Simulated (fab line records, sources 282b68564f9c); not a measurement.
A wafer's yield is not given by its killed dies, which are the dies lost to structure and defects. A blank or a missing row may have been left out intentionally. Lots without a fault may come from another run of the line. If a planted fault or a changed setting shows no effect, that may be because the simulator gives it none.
What tool caused it? || flow rit_cmos || 14 lots with 42 wafers sampled at 5 steps, on a route of 202 steps

WHAT EACH GAUGE READ, for each wafer
RIT_CONTACT_CD_MEAS_90: target cd 1000 nm. Usual: cd_nm reads 999.7 nm (standard deviation 2.4).
{"lot": "L529", "measured": "day 3 15:26", "on": "cd_sem-02", "cd_nm (nm)": "1002.8 1004.5 1001.0", "flag": ""}
{"lot": "L530", "measured": "day 3 15:58", "on": "cd_sem-01", "cd_nm (nm)": "999.8 999.7 1001.1", "flag": ""}
{"lot": "L531", "measured": "day 3 17:41", "on": "cd_sem-02", "cd_nm (nm)": "999.8 999.8 1000.7", "flag": ""}
{"lot": "L532", "measured": "day 4 04:34", "on": "cd_sem-01", "cd_nm (nm)": "1001.2 1000.7 1001.4", "flag": ""}
{"lot": "L534", "measured": "day 4 11:24", "on": "cd_sem-01", "cd_nm (nm)": "997.4 996.9 995.5", "flag": ""}
{"lot": "L535", "measured": "day 4 18:01", "on": "cd_sem-01", "cd_nm (nm)": "996.8 998.7 997.0", "flag": ""}
{"lot": "L542", "measured": "day 6 05:19", "on": "cd_sem-01", "cd_nm (nm)": "- - -", "flag": "OFF"}
{"lot": "L543", "measured": "day 6 15:22", "on": "cd_sem-02", "cd_nm (nm)": "- - -", "flag": "OFF"}
{"lot": "L544", "measured": "day 6 20:40", "on": "cd_sem-01", "cd_nm (nm)": "1001.4 1002.2 1001.3", "flag": ""}
{"lot": "L547", "measured": "day 7 17:52", "on": "cd_sem-02", "cd_nm (nm)": "1001.4 1001.8 1000.0", "flag": ""}
{"lot": "L550", "measured": "day 8 07:43", "on": "cd_sem-01", "cd_nm (nm)": "997.4 998.5 1000.6", "flag": ""}
{"lot": "L549", "measured": "day 8 08:02", "on": "cd_sem-02", "cd_nm (nm)": "997.7 997.1 998.2", "flag": ""}
{"lot": "L551", "measured": "day 8 16:16", "on": "cd_sem-02", "cd_nm (nm)": "1000.7 1001.8 1001.7", "flag": ""}
{"lot": "L552", "measured": "day 8 22:37", "on": "cd_sem-02", "cd_nm (nm)": "1000.9 1000.7 998.9", "flag": ""}

RIT_M1_CD_MEAS_09: target cd 2600 nm. Usual: cd_nm reads 2599.5 nm (standard deviation 2.1).
{"lot": "L529", "measured": "day 3 17:34", "on": "cd_sem-01", "cd_nm (nm)": "2603.2 2603.0 2602.0", "flag": ""}
{"lot": "L530", "measured": "day 3 17:56", "on": "cd_sem-01", "cd_nm (nm)": "2599.1 2598.8 2598.5", "flag": ""}
{"lot": "L531", "measured": "day 3 19:31", "on": "cd_sem-02", "cd_nm (nm)": "2600.1 2600.5 2602.5", "flag": ""}
{"lot": "L532", "measured": "day 4 06:23", "on": "cd_sem-01", "cd_nm (nm)": "2598.8 2599.2 2600.2", "flag": ""}
{"lot": "L534", "measured": "day 4 13:15", "on": "cd_sem-01", "cd_nm (nm)": "2599.9 2599.0 2600.4", "flag": ""}
{"lot": "L535", "measured": "day 4 19:59", "on": "cd_sem-01", "cd_nm (nm)": "2597.9 2598.0 2599.0", "flag": ""}
{"lot": "L544", "measured": "day 6 22:30", "on": "cd_sem-01", "cd_nm (nm)": "2600.5 2602.4 2599.8", "flag": ""}
{"lot": "L547", "measured": "day 7 19:44", "on": "cd_sem-01", "cd_nm (nm)": "2597.2 2595.3 2595.3", "flag": ""}
{"lot": "L550", "measured": "day 8 09:33", "on": "cd_sem-01", "cd_nm (nm)": "2597.4 2596.6 2597.8", "flag": ""}
{"lot": "L549", "measured": "day 8 10:04", "on": "cd_sem-01", "cd_nm (nm)": "2602.8 2600.5 2598.3", "flag": ""}
{"lot": "L551", "measured": "day 8 18:20", "on": "cd_sem-02", "cd_nm (nm)": "2600.4 2598.7 2599.3", "flag": ""}
{"lot": "L552", "measured": "day 9 00:28", "on": "cd_sem-02", "cd_nm (nm)": "2598.0 2597.8 2599.4", "flag": ""}

RIT_M1_OVL_MEAS_10. Usual: for M1_OVL the level is 0.0 nm and the standard deviation is 1.4.
{"lot": "L529", "measured": "day 3 17:41", "on": "overlay-02", "M1_OVL (nm)": "-1.1 -0.9 2.3", "flag": ""}
{"lot": "L530", "measured": "day 3 18:02", "on": "overlay-01", "M1_OVL (nm)": "-0.8 0.2 -1.0", "flag": ""}
{"lot": "L531", "measured": "day 3 19:37", "on": "overlay-01", "M1_OVL (nm)": "1.0 -0.3 0.3", "flag": ""}
{"lot": "L532", "measured": "day 4 06:30", "on": "overlay-01", "M1_OVL (nm)": "-2.3 -0.9 -1.0", "flag": ""}
{"lot": "L534", "measured": "day 4 13:22", "on": "overlay-02", "M1_OVL (nm)": "-0.9 1.5 2.3", "flag": ""}
{"lot": "L535", "measured": "day 4 20:04", "on": "overlay-01", "M1_OVL (nm)": "0.5 0.6 2.1", "flag": ""}
{"lot": "L544", "measured": "day 6 22:37", "on": "overlay-02", "M1_OVL (nm)": "1.8 1.5 2.0", "flag": ""}
{"lot": "L547", "measured": "day 7 19:50", "on": "overlay-02", "M1_OVL (nm)": "-0.5 0.4 0.2", "flag": ""}
{"lot": "L550", "measured": "day 8 09:38", "on": "overlay-02", "M1_OVL (nm)": "-0.8 1.9 1.7", "flag": ""}
{"lot": "L549", "measured": "day 8 10:11", "on": "overlay-02", "M1_OVL (nm)": "-0.4 -1.8 0.4", "flag": ""}
{"lot": "L551", "measured": "day 8 18:27", "on": "overlay-02", "M1_OVL (nm)": "1.4 -0.6 1.1", "flag": ""}
{"lot": "L552", "measured": "day 9 00:34", "on": "overlay-01", "M1_OVL (nm)": "-0.3 0.9 3.1", "flag": ""}

WHAT TOOL EACH LOT RAN ON (gives the tool, then ch and the chambers of the sampled wafers, and finally the start)
{"lot": "L529", "RIT_PSD_STRIP_09": "plasma_asher-01 ch 0,1, day 3 11:54", "RIT_CONTACT_ETCH_11": "rie_diel-01 ch 0,3, day 3 15:04"}
{"lot": "L530", "RIT_PSD_STRIP_09": "plasma_asher-04 ch 1, day 3 12:25", "RIT_CONTACT_ETCH_11": "rie_diel-03 ch 1,2, day 3 15:34"}
{"lot": "L531", "RIT_PSD_STRIP_09": "plasma_asher-04 ch 1, day 3 14:12", "RIT_CONTACT_ETCH_11": "rie_diel-02 ch 0,1,2, day 3 17:17"}
{"lot": "L532", "RIT_PSD_STRIP_09": "plasma_asher-03 ch 0,1, day 4 00:57", "RIT_CONTACT_ETCH_11": "rie_diel-03 ch 0,1,3, day 4 04:11"}
{"lot": "L534", "RIT_PSD_STRIP_09": "plasma_asher-01 ch 0,1, day 4 07:52", "RIT_CONTACT_ETCH_11": "rie_diel-03 ch 0,2, day 4 11:02"}
{"lot": "L535", "RIT_PSD_STRIP_09": "plasma_asher-04 ch 0,1, day 4 14:37", "RIT_CONTACT_ETCH_11": "rie_diel-02 ch 2,3, day 4 17:36"}
{"lot": "L542", "RIT_PSD_STRIP_09": "plasma_asher-04 ch 0,1, day 6 01:53", "RIT_CONTACT_ETCH_11": "rie_diel-02 ch 0,1,2, day 6 04:57"}
{"lot": "L543", "RIT_PSD_STRIP_09": "plasma_asher-04 ch 0,1, day 6 11:49", "RIT_CONTACT_ETCH_11": "rie_diel-03 ch 0,1,3, day 6 14:58"}
{"lot": "L544", "RIT_PSD_STRIP_09": "plasma_asher-04 ch 0,1, day 6 17:05", "RIT_CONTACT_ETCH_11": "rie_diel-02 ch 1,2,3, day 6 20:17"}
{"lot": "L547", "RIT_PSD_STRIP_09": "plasma_asher-03 ch 0,1, day 7 14:19", "RIT_CONTACT_ETCH_11": "rie_diel-03 ch 1,2, day 7 17:29"}
{"lot": "L550", "RIT_PSD_STRIP_09": "plasma_asher-03 ch 0,1, day 8 04:09", "RIT_CONTACT_ETCH_11": "rie_diel-03 ch 0,3, day 8 07:18"}
{"lot": "L549", "RIT_PSD_STRIP_09": "plasma_asher-04 ch 1, day 8 04:34", "RIT_CONTACT_ETCH_11": "rie_diel-02 ch 0,2,3, day 8 07:40"}
{"lot": "L551", "RIT_PSD_STRIP_09": "plasma_asher-01 ch 0,1, day 8 12:49", "RIT_CONTACT_ETCH_11": "rie_diel-02 ch 0,2, day 8 15:53"}
{"lot": "L552", "RIT_PSD_STRIP_09": "plasma_asher-01 ch 0,1, day 8 19:07", "RIT_CONTACT_ETCH_11": "rie_diel-01 ch 0,3, day 8 22:14"}
- RIT_PSD_STRIP_09: strips in O2, time 180 s.
- RIT_CONTACT_ETCH_11: etches SiO2 in CHF3/CF4/Ar, stops on TiSi2, target depth 480 nm, time 320 s.

AS READ BY THE TOOLS THEMSELVES (means over the sampled wafers that have a number; for cases with no such wafer, the mark the record gives instead)
RIT_PSD_STRIP_09. Usual: drypump_motor_current_A reads 5.8 A (standard deviation 0.46).
{"lot": "L529", "tool": "plasma_asher-01", "drypump_motor_current_A (A)": 5.1, "flag": ""}
{"lot": "L530", "tool": "plasma_asher-04", "drypump_motor_current_A (A)": 5.9, "flag": ""}
{"lot": "L531", "tool": "plasma_asher-04", "drypump_motor_current_A (A)": 5.9, "flag": ""}
{"lot": "L532", "tool": "plasma_asher-03", "drypump_motor_current_A (A)": 6.2, "flag": ""}
{"lot": "L534", "tool": "plasma_asher-01", "drypump_motor_current_A (A)": 5.2, "flag": ""}
{"lot": "L535", "tool": "plasma_asher-04", "drypump_motor_current_A (A)": 5.8, "flag": ""}
{"lot": "L542", "tool": "plasma_asher-04", "drypump_motor_current_A (A)": 5.8, "flag": ""}
{"lot": "L543", "tool": "plasma_asher-04", "drypump_motor_current_A (A)": 5.8, "flag": ""}
{"lot": "L544", "tool": "plasma_asher-04", "drypump_motor_current_A (A)": 5.9, "flag": ""}
{"lot": "L547", "tool": "plasma_asher-03", "drypump_motor_current_A (A)": 6.1, "flag": ""}
{"lot": "L550", "tool": "plasma_asher-03", "drypump_motor_current_A (A)": 6.2, "flag": ""}
{"lot": "L549", "tool": "plasma_asher-04", "drypump_motor_current_A (A)": 5.9, "flag": ""}
{"lot": "L551", "tool": "plasma_asher-01", "drypump_motor_current_A (A)": 5.6, "flag": ""}
{"lot": "L552", "tool": "plasma_asher-01", "drypump_motor_current_A (A)": 5.6, "flag": ""}

RIT_CONTACT_ETCH_11. Usual: CHF3_flow_sccm 50.03 sccm, standard deviation 0.14; O2_flow_sccm 5.000 sccm, standard deviation 0.017; drypump_motor_current_A 5.4 A, standard deviation 0.43; oes_product_au 0.984 a.u., standard deviation 0.018; throttle_valve_pct 8.88 %, standard deviation 0.14.
{"lot": "L529", "tool": "rie_diel-01", "CHF3_flow_sccm (sccm)": 50.08, "O2_flow_sccm (sccm)": 5.004, "drypump_motor_current_A (A)": 5.7, "oes_product_au (a.u.)": 0.979, "throttle_valve_pct (%)": 8.70, "flag": ""}
{"lot": "L530", "tool": "rie_diel-03", "CHF3_flow_sccm (sccm)": 49.85, "O2_flow_sccm (sccm)": 4.993, "drypump_motor_current_A (A)": 5.2, "oes_product_au (a.u.)": 0.969, "throttle_valve_pct (%)": 8.99, "flag": ""}
{"lot": "L531", "tool": "rie_diel-02", "CHF3_flow_sccm (sccm)": 50.10, "O2_flow_sccm (sccm)": 4.998, "drypump_motor_current_A (A)": 5.2, "oes_product_au (a.u.)": 0.991, "throttle_valve_pct (%)": 8.88, "flag": ""}
{"lot": "L532", "tool": "rie_diel-03", "CHF3_flow_sccm (sccm)": 50.04, "O2_flow_sccm (sccm)": 5.015, "drypump_motor_current_A (A)": 5.5, "oes_product_au (a.u.)": 0.989, "throttle_valve_pct (%)": 8.85, "flag": ""}
{"lot": "L534", "tool": "rie_diel-03", "CHF3_flow_sccm (sccm)": 50.15, "O2_flow_sccm (sccm)": 5.006, "drypump_motor_current_A (A)": 5.2, "oes_product_au (a.u.)": 0.962, "throttle_valve_pct (%)": 8.74, "flag": ""}
{"lot": "L535", "tool": "rie_diel-02", "CHF3_flow_sccm (sccm)": 49.99, "O2_flow_sccm (sccm)": 5.000, "drypump_motor_current_A (A)": 4.8, "oes_product_au (a.u.)": 0.983, "throttle_valve_pct (%)": 9.06, "flag": ""}
{"lot": "L542", "tool": "rie_diel-02", "CHF3_flow_sccm (sccm)": "-", "O2_flow_sccm (sccm)": "-", "drypump_motor_current_A (A)": "-", "oes_product_au (a.u.)": "-", "throttle_valve_pct (%)": "-", "flag": "OFF"}
{"lot": "L543", "tool": "rie_diel-03", "CHF3_flow_sccm (sccm)": "-", "O2_flow_sccm (sccm)": "-", "drypump_motor_current_A (A)": "-", "oes_product_au (a.u.)": "-", "throttle_valve_pct (%)": "-", "flag": "OFF"}
{"lot": "L544", "tool": "rie_diel-02", "CHF3_flow_sccm (sccm)": 50.06, "O2_flow_sccm (sccm)": 5.006, "drypump_motor_current_A (A)": 5.0, "oes_product_au (a.u.)": 0.995, "throttle_valve_pct (%)": 8.99, "flag": ""}
{"lot": "L547", "tool": "rie_diel-03", "CHF3_flow_sccm (sccm)": 49.84, "O2_flow_sccm (sccm)": 5.014, "drypump_motor_current_A (A)": 5.2, "oes_product_au (a.u.)": 0.972, "throttle_valve_pct (%)": 9.04, "flag": ""}
{"lot": "L550", "tool": "rie_diel-03", "CHF3_flow_sccm (sccm)": 49.99, "O2_flow_sccm (sccm)": 4.989, "drypump_motor_current_A (A)": 5.5, "oes_product_au (a.u.)": 0.978, "throttle_valve_pct (%)": 8.71, "flag": ""}
{"lot": "L549", "tool": "rie_diel-02", "CHF3_flow_sccm (sccm)": 50.09, "O2_flow_sccm (sccm)": 5.023, "drypump_motor_current_A (A)": 5.0, "oes_product_au (a.u.)": 0.981, "throttle_valve_pct (%)": 8.96, "flag": ""}
{"lot": "L551", "tool": "rie_diel-02", "CHF3_flow_sccm (sccm)": 50.09, "O2_flow_sccm (sccm)": 5.018, "drypump_motor_current_A (A)": 5.2, "oes_product_au (a.u.)": 0.986, "throttle_valve_pct (%)": 8.87, "flag": ""}
{"lot": "L552", "tool": "rie_diel-01", "CHF3_flow_sccm (sccm)": 50.06, "O2_flow_sccm (sccm)": 5.007, "drypump_motor_current_A (A)": 5.6, "oes_product_au (a.u.)": 0.991, "throttle_valve_pct (%)": 8.74, "flag": ""}

THE ANSWER, worked out from the rows above alone
Rule: a lot is off if the mean of its wafers that have a number lies more than 3 standard deviations from the usual mean. Also off: a lot with no number at a reading for which 4 or more lots have one. The other lots that the step has rows for count as sound. After the gauges, taken in route order, come the tools' own readings; for these a lot's mean is taken, as printed above. The first step at which some lot is off is used, and at that step the reading that is off furthest; a lot without a number counts as furthest.
Off: L542, L543, at RIT_CONTACT_CD_MEAS_90 (cd_nm). Without a number there: L542, L543.
If a tool, at a process step before that reading, ran all the lots that are off and no sound lot after the first of them, it fits. Not tried: the gauges at RIT_CONTACT_CD_MEAS_90; whatever is off there is also off at RIT_CONTACT_ETCH_11, on other tools, and gauge error can't account for it. None of those tried fits.

WHAT WAS PUT IN BY THE SIMULATOR
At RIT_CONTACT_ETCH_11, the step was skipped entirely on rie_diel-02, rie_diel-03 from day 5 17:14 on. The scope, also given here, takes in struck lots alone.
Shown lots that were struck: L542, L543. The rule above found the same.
